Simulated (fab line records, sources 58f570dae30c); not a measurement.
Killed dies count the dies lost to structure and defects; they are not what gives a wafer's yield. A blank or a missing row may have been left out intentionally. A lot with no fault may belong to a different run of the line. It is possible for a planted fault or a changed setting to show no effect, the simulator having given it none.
Matching of chambers    flow berkeleyCmos170    4 sister chambers for UCB170_V2_CMP_02 on cmp-02
The step polishes SiO2. 18 wafers are shown with their chamber, then 9 later ones without.

== WAFERS, EACH WITH ITS CHAMBER ==
wafer   chamber  motorCurrentA (A)  slurryFilterDpKPa (kPa)
L917.3  3        18.1               13.65
L917.5  0        14.6               13.59
L917.6  1        15.6               13.33
L921.1  1        15.6               13.33
L921.5  1        15.5               13.73
L921.6  0        14.0               13.36
L923.2  3        18.0               13.40
L923.3  1        15.3               13.48
L923.6  3        17.0               13.65
L922.2  3        17.9               13.60
L922.3  2        15.7               13.48
L922.6  0        14.2               13.22
L924.2  3        17.3               13.46
L924.3  0        13.5               13.71
L924.6  0        14.6               13.35
L927.1  3        17.4               13.55
L927.3  0        14.4               13.41
L927.6  0        13.9               13.57

SIGNATURES (averages over the wafers above)
reading            chamber 0  chamber 1  chamber 2  chamber 3  scatter within a chamber
motorCurrentA      14.171     15.500     15.700     17.617     0.38
slurryFilterDpKPa  13.4586    13.4675    13.4800    13.5517    0.154
Rule: a wafer lies at a distance from a chamber equal to the root of the sum of squares, over the readings, of (its reading less the chamber's mean, divided by the reading's scatter). If the next closest chamber is less than 2 further off than the closest, the wafer can't be placed; otherwise it belongs to the closest. The scatter: the root of (the sum of the squares of (reading less its chamber's mean) over the shown wafers, divided by (wafers less chambers)).

== WAFERS WITH NO CHAMBER GIVEN ==
wafer   motorCurrentA (A)  slurryFilterDpKPa (kPa)
L929.1  17.5               13.30
L929.2  15.8               13.40
L929.5  17.2               13.32
L933.3  13.7               13.51
L933.4  15.2               13.74
L933.6  16.3               13.55
L935.2  17.2               13.71
L935.3  13.5               13.22
L935.4  15.3               13.57

== EACH ONE'S CHAMBER ==
wafer   from the rows above           in truth
L929.1  3                             3
L929.2  can't be placed: 2 or 1       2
L929.5  3                             3
L933.3  0                             0
L933.4  can't be placed: 1 or 2 or 0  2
L933.6  can't be placed: 2 or 1 or 3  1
L935.2  3                             3
L935.3  0                             0
L935.4  can't be placed: 1 or 2       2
Correct placement for 5 of the 9. Can't be placed from these rows: 4 (the true chamber is among the candidates in 4). 0 placed wrongly.
